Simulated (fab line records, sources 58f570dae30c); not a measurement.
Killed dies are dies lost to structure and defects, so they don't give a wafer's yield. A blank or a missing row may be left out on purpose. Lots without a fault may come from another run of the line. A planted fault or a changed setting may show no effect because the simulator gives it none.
fab line records | flow berkeley_cmos170
record lots=6 wafers=18 last_day=11
route steps=331 shown START@1
lots that met no fault: from a run of the same line without faults
start_h: hours from the record's first day to the start of the lot's first wafer shown | wait_h: hours since the lot's step before | " the same as in the row above | L1.1+2: a row that stands for several wafers | - no value, or no start given | * or withheld: withheld | < > ~ a bound
route shown NAME@n: a module of which the file shows steps, and the number in the route of the first | usual: mean/standard deviation of fault-free wafers | same: alike in all rows | chamber/n: place in a boat | sites: the reading at each site | _std_site: their standard deviation | _edge_site: outer sites' mean less inner sites' | radius_mm: how far each site lies from the wafer's centre | mask NAME#n: copy n | behind: the tool/chamber that last shaped the wafer | hold: why the lot was held/for how many hours/how that ended | device: the transistor (n, p or np) that didn't switch | end of line: the same wafers' tests at the end of the route | a step without rows: its recipe alone | killed: dies lost to structure and defects at the first sort, not the wafer's yield | map: a wafer's dies, x killed, . not, _ none there
set.NAME: the setting as run; set.NAME@STEP: as run at that earlier step | model.NAME: the simulator's own value behind a step, which no gauge read
lots at some steps of the route; a table a step, a row a wafer
services: from which hour (start_h, from the record's first day; less than 0 if before it) a tool's chamber was out of use, for how many hours, and why
## steps
# step UCB170_START_BOW_MEAS_00
# recipe mode=bow
# usual INCOMING_BOW=0/6.4
# columns lot.wafer tool chamber start_h wait_h INCOMING_BOW[um]
L837.2 film_metro-04 - 30.02 - 11
L837.3 " - " " 0
L837.4 " - " " -3
L838.2 film_metro-03 - 35.02 - 1
L838.5 " - " " 0
L838.6 " - " " 2
L846.1 film_metro-04 - 75.00 - -3
L846.3 " - " " 4
L846.4 " - " " -3
L849.1 film_metro-04 - 90.00 - 10
L849.4 " - " " 5
L849.5 " - " " 11
L851.1 film_metro-04 - 100.00 - 5
L851.4 " - " " 6
L851.5 " - " " -11
L853.1 film_metro-03 - 110.00 - 5
L853.4 " - " " -8
L853.5 " - " " 1
# step UCB170_START_CLEAN_01
# recipe chemistry=dHF dilution=25:1 time_s=60
# step UCB170_START_OXIDATION_02
# recipe temp_c=950 ambient=O2 target_thk_a=200 ox_time_s=1800
# usual ox_temp_c=950.0/0.39 ox_temp_c_max=954.5/1.1 spike_tc_load_C=975.6/2 spike_tc_source_C=972.4/1.9
# columns lot.wafer tool chamber start_h wait_h ox_temp_c ox_temp_c_max spike_tc_load_C spike_tc_source_C
L837.2 furnace-03 - 33.27 2.8 - - - -
L837.3 " - " " - - - -
L837.4 " - " " - - - -
L838.2 furnace-03 - 38.87 3.7 - - - -
L838.5 " - " " - - - -
L838.6 " - " " - - - -
L846.1 furnace-01 0 77.95 2.8 950.0 954.2 976.6 974.5
L846.3 " 0 " " 950.3 955.1 978.0 971.7
L846.4 " 0 " " 950.5 957.2 977.0 973.6
L849.1 furnace-01 0 92.20 2.1 949.7 956.3 976.0 972.4
L849.4 " 0 " " 949.7 954.5 976.7 972.9
L849.5 " 0 " " 949.9 955.6 977.3 972.6
L851.1 furnace-02 0 102.58 2.4 949.9 953.9 973.3 970.1
L851.4 " 0 " " 949.9 954.6 972.7 968.3
L851.5 " 0 " " 949.5 954.6 972.0 969.8
L853.1 furnace-03 0 113.46 3.2 950.8 954.6 976.0 973.3
L853.4 " 0 " " 950.6 954.4 976.4 973.8
L853.5 " 0 " " 950.6 953.4 975.8 974.0
## services
# columns tool chamber start_h hours kind
furnace-01 - 22.55 3.9 pm
furnace-01 - 32.14 3.9 pm
## key
first_sign step=UCB170_START_OXIDATION_02 reading=tool_record direction=missing
effect none on later readings
met_at UCB170_START_OXIDATION_02
struck_wafers L837.2,L837.3,L837.4,L838.2,L838.5,L838.6
later_rows_left_out L837.2,L837.3,L837.4,L838.2,L838.5,L838.6
sort_left_out L837.2,L837.3,L837.4,L838.2,L838.5,L838.6
tester_left_out L837,L838
fault kind=skipped_step_whole tool=furnace-03 chamber=- onset_h=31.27 steps=UCB170_START_OXIDATION_02 scope=struck_lots_only
# tester_left_out: of these lots the tester's yield and bins aren't shown, on N5 and GAA mostly nor the transistor test; their killed dies are dies lost to structure and defects alone, not to doping, threshold or leakage, so they don't give the yield
# sort_left_out: the simulated sort isn't trusted on such a fault, so these wafers' sort isn't shown, and their yield isn't known
# later_rows_left_out: the simulator's readings of these wafers behind a module that went badly wrong aren't trusted and aren't shown, but for the sort
